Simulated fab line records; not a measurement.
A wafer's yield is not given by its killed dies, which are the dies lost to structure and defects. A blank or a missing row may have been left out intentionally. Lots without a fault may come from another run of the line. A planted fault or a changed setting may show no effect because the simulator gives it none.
2 desks, one fault ; flow rit_cmos ; every desk sees just its own numbers, and what lay behind them comes last

THE METROLOGY DESK
Means of the sampled wafers that have a number, per lot and without regard to the tool the lot ran on: this is what the gauges read. The brackets show how far a lot's mean lies from the usual mean; more than 4 standard deviations puts the lot out of limits, marked OUT.
Columns: A = PRETRO_OVL at RIT_PRETRO_OVL_MEAS_06, usual -1.0 nm; B = cd_nm at RIT_CONTACT_CD_MEAS_08, usual 999.2 nm
lot;first seen here;A;B
L426;day 2 08:52;-1.0;1005.1
L428;day 2 19:44;-1.5;999.2
L429;day 3 00:47;0.3;1000.7
L431;day 3 10:54;-2.8;1000.6
L432;day 3 14:42;-0.5;998.7
L433;day 3 20:38;-3.5;1000.7
L434;day 4 01:23;-1.4;1000.8
L435;day 4 04:26;-1.7;997.2
L437;day 4 16:20;-1.5;999.3
L438;day 4 21:17;0.4;998.1
L439;day 5 02:51;-0.5;996.5
L442;day 5 17:50;-1.0;997.6
L443;day 5 22:00;0.4;1001.3
L446;day 6 11:28;-2.9;999.8
Finding of this desk: none of the 14 lots has anything out of limits.

THE TOOL OWNER'S DESK: plasma_asher-02
The tool's own readings at RIT_PRETRO_STRIP_09 (strips in O2, time 180 s): means of the sampled wafers that have a number, for each lot that ran on this tool. The brackets show how far a lot's mean lies from the usual mean; more than 4 standard deviations puts the lot out of limits, marked OUT.
Columns: A = drypump_motor_current_A at RIT_PRETRO_STRIP_09, usual 5.8 A
lot;first seen here;A
L426;day 2 09:20;5.2
L428;day 2 20:11;5.2
L431;day 3 11:20;5.2
L432;day 3 15:08;5.2
L433;day 3 21:04;5.2
L438;day 4 21:43;4.8
L443;day 5 22:26;5.2
L446;day 6 11:55;5.5
Finding of this desk: none of the 8 lots has anything out of limits.

BROUGHT TOGETHER
From the metrology desk's view, nothing was out of limits.
The tool owner's desk saw nothing out of limits.

WHAT THE SIMULATOR HAD INSERTED
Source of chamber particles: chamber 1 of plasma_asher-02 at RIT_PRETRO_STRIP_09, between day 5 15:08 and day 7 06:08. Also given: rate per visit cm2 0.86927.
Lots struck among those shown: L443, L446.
